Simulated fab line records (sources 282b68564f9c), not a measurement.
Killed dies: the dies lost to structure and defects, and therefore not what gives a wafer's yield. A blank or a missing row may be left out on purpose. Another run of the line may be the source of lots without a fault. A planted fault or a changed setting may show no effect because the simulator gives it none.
Which tool did it?    flow rit-cmos    Sampling: 13 lots, 39 wafers, 4 of 202 route steps

WHAT EACH GAUGE READ, for each wafer
RIT_GATE_OVL_MEAS_17. Usual: GATE_OVL typically reads 0.2 nm, with standard deviation 1.5.
lot   measured     on          GATE_OVL (nm)  flag
L615  day 2 23:11  overlay-01  0.1 -2.8 -1.7  
L616  day 3 06:29  overlay-02  -0.3 -2.2 1.8  
L617  day 3 06:46  overlay-01  2.3 2.1 1.8    
L618  day 3 10:46  overlay-02  0.7 1.0 0.2    
L620  day 4 02:36  overlay-02  2.2 3.0 4.2    
L622  day 4 08:08  overlay-01  1.1 1.4 0.3    
L623  day 4 15:16  overlay-02  -1.4 -0.4 0.1  
L624  day 4 15:32  overlay-01  2.3 0.5 2.3    
L626  day 5 01:47  overlay-01  -2.7 0.0 -1.0  
L629  day 5 15:10  overlay-02  -1.8 -1.6 0.9  
L635  day 6 23:07  overlay-02  -1.1 0.2 -0.5  
L636  day 7 04:15  overlay-02  1.1 0.6 -0.7   
L637  day 7 07:44  overlay-01  0.8 -0.8 -1.2  

RIT_NSD_OVL_MEAS_06. Usual: NSD_OVL typically reads 0.9 nm, with standard deviation 1.4.
lot   measured     on          NSD_OVL (nm)   flag
L615  day 3 10:13  overlay-01  2.1 2.2 3.6    
L616  day 3 19:03  overlay-02  1.2 0.8 1.3    
L617  day 3 18:45  overlay-02  2.7 2.0 0.4    
L618  day 3 20:54  overlay-02  1.7 3.2 -1.2   
L620  day 4 13:32  overlay-01  -0.6 -0.3 0.7  
L622  day 4 19:05  overlay-01  1.7 1.3 -1.0   
L623  day 5 01:06  overlay-02  0.8 -1.4 -1.7  
L624  day 5 03:01  overlay-01  1.8 0.4 1.9    
L626  day 5 12:55  overlay-02  -1.4 -1.8 0.2  
L629  day 6 02:07  overlay-02  0.8 -0.2 0.6   
L635  day 7 08:59  overlay-02  0.1 0.6 1.3    
L636  day 7 14:25  overlay-01  0.6 0.4 1.6    
L637  day 7 18:08  overlay-01  2.7 -0.8 1.3   

EACH LOT AND THE TOOL THAT RAN IT (in order: tool; ch and the chambers of the sampled wafers; start)
lot   RIT_PRETRO_STRIP_09                  RIT_SPACER_ETCHBACK_05
L615  plasma-asher-01 ch 0,1, day 2 12:54  rie-diel-01 ch 0,1,2, day 3 09:05
L616  plasma-asher-01 ch 0,1, day 2 17:58  rie-diel-02 ch 0,2,3, day 3 17:56
L617  plasma-asher-01 ch 0,1, day 3 00:41  rie-diel-03 ch 1,2,3, day 3 17:37
L618  plasma-asher-03 ch 0, day 3 04:16    rie-diel-01 ch 1,2, day 3 19:45
L620  plasma-asher-02 ch 0,1, day 3 21:21  rie-diel-02 ch 0,2, day 4 12:32
L622  plasma-asher-03 ch 1, day 4 02:49    rie-diel-02 ch 0,1,2, day 4 18:05
L623  plasma-asher-03 ch 0,1, day 4 06:14  rie-diel-02 ch 0,1,2, day 5 00:05
L624  plasma-asher-01 ch 0,1, day 4 09:18  rie-diel-03 ch 0,2,3, day 5 02:00
L626  plasma-asher-03 ch 0,1, day 4 20:53  rie-diel-02 ch 1,2, day 5 11:51
L629  plasma-asher-03 ch 0,1, day 5 10:08  rie-diel-02 ch 1,2,3, day 6 00:55
L635  plasma-asher-01 ch 0,1, day 6 16:56  rie-diel-03 ch 0,1,3, day 7 07:58
L636  plasma-asher-02 ch 0,1, day 6 23:23  rie-diel-03 ch 0,1, day 7 13:08
L637  plasma-asher-02 ch 0,1, day 7 02:59  rie-diel-03 ch 0,1,2, day 7 17:08
- RIT_PRETRO_STRIP_09: strips in O2, time 180 s.
- RIT_SPACER_ETCHBACK_05: etches Si3N4 in SF6/CHF3, stops on SiO2, target depth 250 nm, time 240 s.

WHAT THE TOOLS THEMSELVES READ (means of the sampled wafers that have a number; where no wafer has one, the mark that the record gives instead)
RIT_PRETRO_STRIP_09. Usual: drypump-motor-current-A 5.6 A, standard deviation 0.43; rf-refl-power-W 6.5 W, standard deviation 0.72.
lot   tool             drypump-motor-current-A (A)  rf-refl-power-W (W)  flag
L615  plasma-asher-01  5.7                          7.2                  
L616  plasma-asher-01  5.7                          7.2                  
L617  plasma-asher-01  5.7                          7.1                  
L618  plasma-asher-03  6.1                          6.1                  
L620  plasma-asher-02  5.2                          5.7                  
L622  plasma-asher-03  5.0                          6.5                  
L623  plasma-asher-03  5.4                          6.1                  
L624  plasma-asher-01  5.7                          7.6                  
L626  plasma-asher-03  5.7                          6.3                  
L629  plasma-asher-03  5.8                          6.2                  
L635  plasma-asher-01  5.8                          6.9                  
L636  plasma-asher-02  5.2                          5.6                  
L637  plasma-asher-02  5.6                          6.3                  

RIT_SPACER_ETCHBACK_05. Usual: drypump-motor-current-A 5.7 A, standard deviation 0.38; oes-product-au 0.851 a.u., standard deviation 0.014; rf-fwd-power-W 249.2 W, standard deviation 0.87; throttle-valve-pct 10.22 %, standard deviation 0.17.
lot   tool         drypump-motor-current-A (A)  oes-product-au (a.u.)  rf-fwd-power-W (W)  throttle-valve-pct (%)  flag
L615  rie-diel-01  5.9                          0.836                  248.7               10.28                   
L616  rie-diel-02  5.6                          0.852                  249.1               10.38                   
L617  rie-diel-03  5.7                          0.855                  248.5               10.09                   
L618  rie-diel-01  6.0                          0.841                  250.2               10.10                   
L620  rie-diel-02  5.9                          0.841                  249.7               10.34                   
L622  rie-diel-02  5.7                          0.842                  249.0               10.29                   
L623  rie-diel-02  5.7                          0.829                  249.5               10.30                   
L624  rie-diel-03  6.0                          0.846                  249.2               10.12                   
L626  rie-diel-02  5.5                          0.849                  249.7               10.26                   
L629  rie-diel-02  5.3                          0.854                  262.8               10.34                   OFF
L635  rie-diel-03  5.7                          0.851                  249.9               10.15                   
L636  rie-diel-03  5.5                          0.864                  248.3               10.10                   
L637  rie-diel-03  5.8                          0.859                  248.1               10.07                   

THE ANSWER, worked out from the rows above alone
Rule: take the mean of a lot's wafers that have a number; if it is more than 3 standard deviations from the usual mean, the lot is off. A lot without any number at a reading at which 4 lots or more have one is off too. All remaining lots with rows at the step are treated as sound. Order of review: gauges by route order, followed by the tools' own readings, for which a lot's mean as printed above is used. The first step at which some lot is off is used, and at that step the reading that is off furthest; a lot without a number counts as furthest.
Off at RIT_SPACER_ETCHBACK_05 (rf-fwd-power-W): L629.
If a tool, at that step or one of the process steps before it, ran each lot that is off and ran no sound lot following the first of them, it fits. 2 tools fit, plasma-asher-03 at RIT_PRETRO_STRIP_09 and rie-diel-02 at RIT_SPACER_ETCHBACK_05, so this cannot tell which one it is.

WHAT THE SIMULATOR HAD INSERTED
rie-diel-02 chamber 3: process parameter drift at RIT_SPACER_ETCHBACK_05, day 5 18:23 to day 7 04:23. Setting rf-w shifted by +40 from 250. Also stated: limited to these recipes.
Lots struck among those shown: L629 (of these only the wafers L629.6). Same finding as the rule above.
